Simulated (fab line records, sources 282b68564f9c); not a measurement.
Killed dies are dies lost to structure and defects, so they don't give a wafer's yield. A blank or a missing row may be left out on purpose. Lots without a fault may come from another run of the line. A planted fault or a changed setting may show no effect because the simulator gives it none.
One fault seen from 2 desks | flow rit_cmos | each desk has only its own numbers; what lay behind them comes last

THE TOOL OWNER'S DESK: rie_metal-03
The tool's own readings at RIT_M1_METAL_ETCH_12 (etches Al in Cl2/BCl3, stops on SiO2, time 165 s, target depth 600 nm): means of the sampled wafers that have a number, for each lot that ran on this tool. A lot is out of limits, marked OUT, if its mean lies more than 4 standard deviations from the usual mean; the brackets give that distance.
Columns: A = bcl3_flow_sccm at RIT_M1_METAL_ETCH_12, usual 49.97 sccm; B = drypump_motor_current_A at RIT_M1_METAL_ETCH_12, usual 5.5 A; C = oes_product_au at RIT_M1_METAL_ETCH_12, usual 0.777 a.u.; D = throttle_valve_pct at RIT_M1_METAL_ETCH_12, usual 8.32 %
lot  | first seen here | A     | B   | C                | D
L104 | day 4 12:43     | 49.99 | 5.6 | 0.776            | 8.32
L113 | day 6 08:54     | 50.06 | 5.2 | 0.720 (-4.1) OUT | 8.35
L115 | day 6 20:43     | 49.95 | 5.6 | 0.714 (-4.5) OUT | 8.33
This desk's finding: out of limits on L113, L115; first on L113, day 6 08:54 (oes_product_au at RIT_M1_METAL_ETCH_12). In limits: L104.

THE METROLOGY DESK
What the gauges read, lot by lot, whatever tool the lot ran on: means of the sampled wafers that have a number. A lot is out of limits, marked OUT, if its mean lies more than 4 standard deviations from the usual mean; the brackets give that distance.
Columns: A = M1_AL_RS at RIT_M1_RS_MEAS_01, usual 0.0739 ohm/sq; B = M1_AL_THK at RIT_M1_THK_MEAS_02, usual 401 nm; C = cd_nm at RIT_M1_CD_MEAS_09, usual 2600.4 nm; D = M1_OVL at RIT_M1_OVL_MEAS_10, usual 0.7 nm
lot  | first seen here | A      | B   | C      | D
L999 | day 3 10:59     | 0.0740 | 402 | 2598.8 | 2.8
L104 | day 4 11:16     | 0.0743 | 399 | 2599.0 | 1.7
L113 | day 6 07:26     | 0.0735 | 401 | 2601.8 | -0.8
L115 | day 6 19:09     | 0.0733 | 407 | 2599.6 | 2.0
L118 | day 7 09:32     | 0.0761 | 390 | 2603.4 | 0.9
L119 | day 7 14:26     | 0.0739 | 399 | 2600.7 | 0.5
This desk's finding: nothing out of limits on any of the 6 lots.

PUT TOGETHER
The tool owner's desk could have raised an alarm at day 6 08:54, on L113, L115.
The metrology desk saw nothing out of limits.
The metrology desk has L113, L115 on record, within its limits.
Of the lots named, all ran RIT_M1_METAL_ETCH_12 on rie_metal-03.

WHAT THE SIMULATOR HAD PUT IN
Process parameter drift: rie_metal-03, from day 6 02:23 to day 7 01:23, at RIT_M1_METAL_ETCH_12. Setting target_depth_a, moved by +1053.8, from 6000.
Lots struck among those shown: L113, L115.
Hours from the fault's start to each desk's first reading out of limits: the tool owner's desk, 7.
